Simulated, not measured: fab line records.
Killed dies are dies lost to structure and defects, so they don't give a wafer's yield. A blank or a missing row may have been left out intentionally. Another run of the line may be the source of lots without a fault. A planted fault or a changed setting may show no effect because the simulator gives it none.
Check for tools in common | flow rit-cmos | 42 wafers sampled across 14 lots

== THE REASON FOR OPENING IT ==
2 of 14 lots carry a flag on the reading ACTIVE_OXIDE_THK at RIT_ACTIVE_THK_MEAS_02. Fault-free wafers read 48.1 nm, with a standard deviation of 0.9.
Rule: a lot is flagged when every wafer of it that has a number lies more than 4 standard deviations from that mean, or none has a number. The rest of the lots are taken to be sound.

lot  | measured    | on            | ACTIVE_OXIDE_THK (nm), wafer by wafer | flag
L272 | day 1 12:04 | film-metro-01 | 48.1 48.5 49.1                        |
L273 | day 1 17:03 | film-metro-02 | 49.1 48.6 48.5                        |
L274 | day 1 22:03 | film-metro-01 | 47.9 47.3 47.7                        |
L275 | day 2 03:28 | film-metro-01 | 47.4 47.5 47.7                        |
L277 | day 2 13:04 | film-metro-03 | 49.2 49.2 49.6                        |
L279 | day 2 23:03 | film-metro-01 | 49.1 50.1 49.5                        |
L280 | day 3 05:12 | film-metro-03 | 48.1 48.0 47.9                        |
L282 | day 3 14:04 | film-metro-03 | 47.6 48.5 47.5                        |
L283 | day 3 19:05 | film-metro-02 | 49.7 49.4 49.4                        |
L284 | day 4 00:04 | film-metro-01 | 47.6 47.4 47.4                        |
L285 | day 4 05:04 | film-metro-02 | 49.1 48.6 47.9                        |
L289 | day 5 01:04 | film-metro-02 | 55.0 54.6 55.0                        | FLAGGED
L290 | day 5 06:15 | film-metro-03 | 55.0 55.0 54.7                        | FLAGGED
L292 | day 5 16:03 | film-metro-01 | 47.7 47.5 46.9                        |
On average the flagged lots' numbers are 54.9 nm, which is +6.8 nm against the usual, or +8 standard deviations.

== WHICH TOOL RAN EACH LOT ==
The record keeps 1 process step preceding the reading, out of 202 steps on the route. Every cell lists first the tool, next ch and the chambers used by the sampled wafers, and last the start.
lot  | flag    | RIT_ACTIVE_OXIDATION_01
L272 |         | furnace-02 ch 0, day 1 10:07
L273 |         | furnace-02 ch 0, day 1 15:07
L274 |         | furnace-04 ch 0, day 1 20:07
L275 |         | furnace-01 ch 0, day 2 01:31
L277 |         | furnace-01 ch 0, day 2 11:07
L279 |         | furnace-01 ch 0, day 2 21:07
L280 |         | furnace-04 ch 0, day 3 03:16
L282 |         | furnace-02 ch 0, day 3 12:07
L283 |         | furnace-04 ch 0, day 3 17:07
L284 |         | furnace-02 ch 0, day 3 22:07
L285 |         | furnace-01 ch 0, day 4 03:07
L289 | FLAGGED | furnace-02 ch 0, day 4 23:07
L290 | FLAGGED | furnace-02 ch 0, day 5 04:17
L292 |         | furnace-01 ch 0, day 5 14:07
What is done by these steps:
- RIT_ACTIVE_OXIDATION_01: target thk 46.8 nm, ox time 3513 s.
- RIT_ACTIVE_THK_MEAS_02

== FLAGGED AGAINST TOTAL, ONE TOOL AT A TIME (gauges that did the reading follow at the end) ==
step                    | tool          | lots run | flagged | share of the flagged lots | sound lots run after its first flagged lot
RIT_ACTIVE_OXIDATION_01 | furnace-01    | 5        | 0       | none                      | -
RIT_ACTIVE_OXIDATION_01 | furnace-02    | 6        | 2       | all                       | 0
RIT_ACTIVE_OXIDATION_01 | furnace-04    | 3        | 0       | none                      | -
RIT_ACTIVE_THK_MEAS_02  | film-metro-01 | 6        | 0       | none                      | -
RIT_ACTIVE_THK_MEAS_02  | film-metro-02 | 4        | 1       | some                      | 0
RIT_ACTIVE_THK_MEAS_02  | film-metro-03 | 4        | 1       | some                      | 0

== WHAT THE TABLE ALLOWS ==
All flagged lots share 1 row of the table, namely furnace-02 at RIT_ACTIVE_OXIDATION_01.
- furnace-02 at RIT_ACTIVE_OXIDATION_01 ran 6 lots, 2 of them flagged. Its last sound lot is L284 (day 3 22:07), its first flagged lot L289 (day 4 23:07): a fault that began between those two fits.
Just one tool remains: furnace-02 at RIT_ACTIVE_OXIDATION_01.

== WHAT THE SIMULATOR HAD INSERTED ==
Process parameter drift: furnace-02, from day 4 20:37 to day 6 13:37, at RIT_ACTIVE_OXIDATION_01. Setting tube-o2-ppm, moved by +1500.
Lots struck among those shown: L289, L290. The rule above found the same.
